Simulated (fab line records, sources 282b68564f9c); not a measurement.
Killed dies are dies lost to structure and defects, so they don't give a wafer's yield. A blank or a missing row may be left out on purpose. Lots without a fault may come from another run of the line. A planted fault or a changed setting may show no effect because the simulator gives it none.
One fault seen from 2 desks | flow rit_cmos | each desk has only its own numbers; what lay behind them comes last

THE TOOL OWNER'S DESK: furnace-02
The tool's own readings at RIT_ACTIVE_OXIDATION_01 (target thk 46.8 nm, ox time 3360 s): means of the sampled wafers that have a number, for each lot that ran on this tool. A lot is out of limits, marked OUT, if its mean lies more than 4 standard deviations from the usual mean; the brackets give that distance.
Columns: A = spike_tc_centre_C at RIT_ACTIVE_OXIDATION_01, usual 1002.8 C; B = spike_tc_load_C at RIT_ACTIVE_OXIDATION_01, usual 1027 C; C = spike_tc_source_C at RIT_ACTIVE_OXIDATION_01, usual 1027.1 C; D = tube_center_temp_C at RIT_ACTIVE_OXIDATION_01, usual 1000 C; E = tube_center_temp_C_max at RIT_ACTIVE_OXIDATION_01, usual 1002.6
lot  | first seen here | A               | B               | C                | D                     | E
L985 | day 1 15:07     | 1002.2          | 1031            | 1028.5           | 1000                  | 1002.7
L988 | day 2 06:07     | 976.8 (-14) OUT | 1004 (-6.0) OUT | 1003.2 (-13) OUT | 975 (-99 or more) OUT | 977.9 (-57) OUT
L991 | day 2 21:07     | 976.8 (-14) OUT | 1005 (-5.8) OUT | 1002.9 (-13) OUT | 975 (-99 or more) OUT | 977.5 (-58) OUT
L106 | day 6 01:15     | 1001.8          | 1030            | 1028.7           | 1000                  | 1002.4
This desk's finding: out of limits on L988, L991; first on L988, day 2 06:07 (spike_tc_centre_C at RIT_ACTIVE_OXIDATION_01). In limits: L985, L106.

THE METROLOGY DESK
What the gauges read, lot by lot, whatever tool the lot ran on: means of the sampled wafers that have a number. A lot is out of limits, marked OUT, if its mean lies more than 4 standard deviations from the usual mean; the brackets give that distance.
Columns: A = ACTIVE_OXIDE_THK at RIT_ACTIVE_THK_MEAS_02, usual 46.3 nm
lot  | first seen here | A
L985 | day 1 17:03     | 46.2
L986 | day 1 22:04     | 45.9
L988 | day 2 08:03     | 36.1 (-12) OUT
L991 | day 2 23:03     | 36.7 (-12) OUT
L996 | day 4 00:04     | 46.1
L997 | day 4 05:03     | 46.5
L998 | day 4 10:11     | 45.4
L100 | day 4 20:56     | 46.6
L101 | day 5 01:04     | 47.3
L102 | day 5 08:53     | 47.7
L103 | day 5 12:09     | 46.9
L104 | day 5 16:04     | 45.2
L106 | day 6 03:13     | 45.7
L107 | day 6 07:23     | 45.8
This desk's finding: out of limits on L988, L991; first on L988, day 2 08:03 (ACTIVE_OXIDE_THK at RIT_ACTIVE_THK_MEAS_02). In limits: L985, L986, L996, L997, L998, L100, L101, L102, L103, L104, L106, L107.

PUT TOGETHER
The tool owner's desk could have raised an alarm at day 2 06:07, on L988, L991.
The metrology desk could have raised an alarm at day 2 08:03, on L988, L991.
Of the lots named, all ran RIT_ACTIVE_OXIDATION_01 on furnace-02.

WHAT THE SIMULATOR HAD PUT IN
Process parameter drift: furnace-02, from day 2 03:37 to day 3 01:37, at RIT_ACTIVE_OXIDATION_01. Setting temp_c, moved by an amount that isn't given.
Lots struck among those shown: L988, L991.
Hours from the fault's start to each desk's first reading out of limits: the tool owner's desk, 2; the metrology desk, 4.
